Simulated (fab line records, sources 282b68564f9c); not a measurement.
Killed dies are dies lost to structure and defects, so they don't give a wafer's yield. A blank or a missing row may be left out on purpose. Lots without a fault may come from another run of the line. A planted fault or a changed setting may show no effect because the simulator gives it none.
Problem report in the 8D (eight disciplines) form, filled by code | flow rit_cmos | the parts of the form that need people (team, actions taken, sign-off) are left out

1. THE PROBLEM
NWELL_RS at RIT_WELLDRIVE_RS_MEAS_01 reads a mean of 282.5 ohm/sq on 9 wafers of 3 lots; wafers without a fault read 275.5 ohm/sq with a standard deviation of 0.66. That is +11 standard deviations from the usual mean.
The step: measures by four-point-probe.
First seen on wafer L187.1, day 4 07:52, on film_metro-01. The record holds 45 wafers of 15 lots with a number at this step. Rule for "out", or "out of limits": more than 4 standard deviations from the usual mean. The other wafers with a number count as sound.

2. WHAT IT IS AND WHAT IT IS NOT
question                    | is                           | is not
which readings at this step | NWELL_RS                     | -
which lots                  | L187, L189, L190             | L177, L179, L180, L182, L184, L185, L191, L192, L195, L197, L199, L200
which wafers of those lots  | all that have a number       | -
read on which gauges        | film_metro-01, film_metro-03 | film_metro-04
when                        | from day 4 07:52             | up to then (18 sound wafers); but 18 sound wafers of L191, L192, L195, L197, L199, L200 came after

3. SUSPECTS, AND WHAT RULES EACH OUT
Counting: a tool at a process step up to the reading stays a suspect if it ran every lot that is out and no sound lot after the first of them.
- the gauge at RIT_WELLDRIVE_RS_MEAS_01: ruled out. The wafers that are out were read on 2 gauges (film_metro-01, film_metro-03).
- implanter-02 at RIT_NWELL_IMPLANT_08: ruled out as a lasting fault. Sound lots L200 ran on it after its first lot that is out, L187 (day 4 00:40).
Left after counting: nothing in the record.

4. THE CAUSE (what the simulator had put in)
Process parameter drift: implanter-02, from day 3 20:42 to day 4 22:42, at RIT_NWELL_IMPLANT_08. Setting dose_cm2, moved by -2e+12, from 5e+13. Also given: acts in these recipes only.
Counting ruled it out, wrongly: the rule takes a fault to strike every lot that its tool runs from its start on, and this one did not.

5. THE CHAIN OF EFFECTS, in route order
Each row: a reading whose mean over the struck wafers that have a number lies more than 3 standard deviations from the usual. Only readings for which the record gives a usual standard deviation are gone through. hours: the time from each lot's start at the first step in this table that gives one to its start at this step, as a median over the lots. sigmas: the change in usual standard deviations.
hours | step                     | reading       | usual        | on struck wafers | change | sigmas
0     | RIT_NWELL_IMPLANT_08     | dose_ions_cm2 | 5e+13        | 5e+13            | -2e+12 | -38
7     | RIT_WELLDRIVE_RS_MEAS_01 | NWELL_RS      | 275.5 ohm/sq | 282.5            | +7.0   | +11
The process steps in it:
- RIT_NWELL_IMPLANT_08

6. WHAT WOULD HAVE CAUGHT IT SOONER
In this record the first reading out of limits at a measuring or inspecting step was taken at day 4 07:52, 11 hours after the fault began at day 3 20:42.
The tool's own readings at RIT_NWELL_IMPLANT_08 were out on every struck wafer that the step has a row for (dose_ions_cm2): an alarm limit on them would have fired on the first of those.
